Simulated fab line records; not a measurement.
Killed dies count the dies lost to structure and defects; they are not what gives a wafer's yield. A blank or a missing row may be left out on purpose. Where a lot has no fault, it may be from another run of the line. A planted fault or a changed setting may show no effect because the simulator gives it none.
Matching of chambers / flow berkeley_cmos170 / 4 sister chambers for UCB170_V2_CMP_02 on cmp-02
The step polishes SiO2. 16 wafers are shown with their chamber, then 8 later ones without.

== WAFERS WITH THEIR CHAMBER ==
wafer=L279.1; chamber=1; motor_current_A (A)=17.0; edge_zone_pressure_frac=0.997
wafer=L279.3; chamber=3; motor_current_A (A)=19.6; edge_zone_pressure_frac=1.004
wafer=L279.6; chamber=1; motor_current_A (A)=18.0; edge_zone_pressure_frac=0.998
wafer=L282.1; chamber=0; motor_current_A (A)=18.3; edge_zone_pressure_frac=0.991
wafer=L282.2; chamber=1; motor_current_A (A)=18.1; edge_zone_pressure_frac=0.997
wafer=L282.3; chamber=3; motor_current_A (A)=18.4; edge_zone_pressure_frac=0.994
wafer=L286.2; chamber=3; motor_current_A (A)=18.9; edge_zone_pressure_frac=1.004
wafer=L286.3; chamber=1; motor_current_A (A)=18.0; edge_zone_pressure_frac=0.995
wafer=L286.4; chamber=2; motor_current_A (A)=17.3; edge_zone_pressure_frac=0.996
wafer=L285.2; chamber=0; motor_current_A (A)=19.3; edge_zone_pressure_frac=1.002
wafer=L285.4; chamber=1; motor_current_A (A)=18.6; edge_zone_pressure_frac=0.999
wafer=L285.6; chamber=0; motor_current_A (A)=18.1; edge_zone_pressure_frac=0.997
wafer=L288.2; chamber=1; motor_current_A (A)=18.2; edge_zone_pressure_frac=0.999
wafer=L288.3; chamber=0; motor_current_A (A)=18.6; edge_zone_pressure_frac=1.000
wafer=L288.4; chamber=2; motor_current_A (A)=16.5; edge_zone_pressure_frac=0.999
wafer=L287.1; chamber=1; motor_current_A (A)=17.9; edge_zone_pressure_frac=0.989

SIGNATURES (averages over the wafers above)
reading=motor_current_A; chamber 0=18.575; chamber 1=17.971; chamber 2=16.900; chamber 3=18.967; scatter within a chamber=0.523
reading=edge_zone_pressure_frac; chamber 0=0.99750; chamber 1=0.99629; chamber 2=0.99750; chamber 3=1.00067; scatter within a chamber=0.00422
Rule: a wafer lies at a distance from a chamber equal to the root of the sum of squares, over the readings, of (its reading less the chamber's mean, divided by the reading's scatter). The wafer belongs to the nearest chamber; if the next one is less than 2 further off, it can't be placed. The scatter: the root of (the sum of the squares of (reading less its chamber's mean) over the shown wafers, divided by (wafers less chambers)).

== WAFERS WITH NO CHAMBER GIVEN ==
wafer=L287.3; motor_current_A (A)=18.8; edge_zone_pressure_frac=1.003
wafer=L287.4; motor_current_A (A)=16.9; edge_zone_pressure_frac=0.994
wafer=L293.3; motor_current_A (A)=18.1; edge_zone_pressure_frac=1.004
wafer=L293.4; motor_current_A (A)=18.0; edge_zone_pressure_frac=1.003
wafer=L293.6; motor_current_A (A)=17.1; edge_zone_pressure_frac=1.004
wafer=L301.1; motor_current_A (A)=19.6; edge_zone_pressure_frac=0.998
wafer=L301.2; motor_current_A (A)=18.6; edge_zone_pressure_frac=0.997
wafer=L301.4; motor_current_A (A)=15.8; edge_zone_pressure_frac=0.998

== EACH ONE'S CHAMBER ==
wafer=L287.3; from the rows above=can't be placed: 3 or 0 or 1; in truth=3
wafer=L287.4; from the rows above=can't be placed: 2 or 1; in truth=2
wafer=L293.3; from the rows above=can't be placed: 0 or 3 or 1 or 2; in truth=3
wafer=L293.4; from the rows above=can't be placed: 1 or 0 or 3 or 2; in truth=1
wafer=L293.6; from the rows above=can't be placed: 2 or 1 or 0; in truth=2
wafer=L301.1; from the rows above=can't be placed: 3 or 0 or 1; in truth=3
wafer=L301.2; from the rows above=can't be placed: 0 or 3 or 1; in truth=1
wafer=L301.4; from the rows above=2; in truth=2
Correct placement for 1 of the 8. Can't be placed from these rows: 7 (the true chamber is among the candidates in 7). 0 placed wrongly.
